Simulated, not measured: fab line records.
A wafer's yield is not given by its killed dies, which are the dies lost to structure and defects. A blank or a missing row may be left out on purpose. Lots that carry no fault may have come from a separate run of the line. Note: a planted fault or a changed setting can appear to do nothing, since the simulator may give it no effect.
A lot that was struck, set against a sound lot | flow berkeley_cmos170 | 19 steps out of a route of 331
Sound: these wafers, L142.2, L142.5, L142.6. Wafers L143.1, L143.2, L143.3 were the ones struck. At the end, the cause is stated.
Order at every step that has rows: each side's tool, ch and its chambers, its first start. Under that, the readings that differ: sound wafers | struck wafers | difference of the means | sigmas: that difference in standard deviations of wafers without a fault.
alike: same words and numbers on both sides, and readings whose means sit less than 2 such deviations apart. not compared: any withheld reading, any reading some wafer has no value for, any bound like >300 that may hide the same value, and any number with overlapping values for which the record gives no deviation.
Wherever a step has rows on one side only, a row that says differs or no value, or a row with sigmas, the two part there. When numbers do not overlap yet have no deviation, they are printed without sigmas and do not part them. A reading that every wafer of one side lacks parts them only if that side has two wafers or more.

first, 2 steps without rows for these wafers: UCB170_PLDD_PEB_04; UCB170_PLDD_DEVELOP_05 (develop time 45 s).
UCB170_PLDD_CD_MEAS_06: the cd target is 1200 nm.
  sound on cd_sem-02 at day 9 07:32; struck on cd_sem-02 at day 9 14:30
  alike: cd_nm
UCB170_PLDD_OVL_MEAS_07:
  sound on overlay-01 at day 9 07:38; struck on overlay-02 at day 9 14:37
  alike: PLDD_OVL
then, 2 steps without rows for these wafers: UCB170_PLDD_IMPLANT_08; UCB170_PLDD_IMPLANT_09.
UCB170_PLDD_STRIP_10: strips in O2.
  sound on plasma_asher-02 ch 0,1, day 9 07:58; struck on plasma_asher-03 ch 0,1, day 9 14:58
  alike: drypump_motor_current_A, o2_flow_sccm, oes_product_au, strip_time_to_endpoint_s
  not compared: rf_hours_counter_h
UCB170_PLDD_TW_MEAS_11:
  sound on film_metro-01 at day 9 08:04; struck on film_metro-03 at day 9 15:04
  alike: PLDD_TW
then, 4 steps without rows for these wafers: UCB170_PLDD_CLEAN_12 (cleans in SPM, time 600 s); UCB170_NLDD_HMDS_00 (prime time 60 s); UCB170_NLDD_COAT_01 (resist thk 900 nm); UCB170_NLDD_SOFTBAKE_02 (time 60 s).
UCB170_NLDD_EXPOSE_03: exposes mask NSELECT, target cd 1200 nm.
  sound on krf_scanner-02 ch 0, day 9 09:10; struck on krf_scanner-02 ch 0, day 9 15:47
  reading                      | sound                | struck            | difference | sigmas
  model.NLDD.overlay_x_nm (nm) | -3.207 -3.207 -3.207 | 101.2 101.2 101.2 | +104.4     |
  alike: mask
then, 2 steps without rows for these wafers: UCB170_NLDD_PEB_04; UCB170_NLDD_DEVELOP_05 (develop time 45 s).
UCB170_NLDD_CD_MEAS_06: the cd target is 1200 nm.
  sound on cd_sem-01 at day 9 09:37; struck on cd_sem-01 at day 9 16:11
  alike: cd_nm
UCB170_NLDD_OVL_MEAS_07:
  sound on overlay-02 at day 9 09:43; struck on overlay-01 at day 9 16:18
  reading       | sound  | struck      | difference | sigmas
  NLDD_OVL (nm) | 5 -5 1 | 101 110 106 | +105       | +18
following that, these wafers have no rows for 1 step: UCB170_NLDD_IMPLANT_08.
UCB170_M3_PROBE_99:
  the record has rows for the struck wafers here (prober-02, day 11 02:46) and none for the sound ones

== WHERE THEY PART ==
Last at UCB170_M3_PROBE_99 as far as this record goes, first at UCB170_NLDD_OVL_MEAS_07.

WHY: what the simulator had put in
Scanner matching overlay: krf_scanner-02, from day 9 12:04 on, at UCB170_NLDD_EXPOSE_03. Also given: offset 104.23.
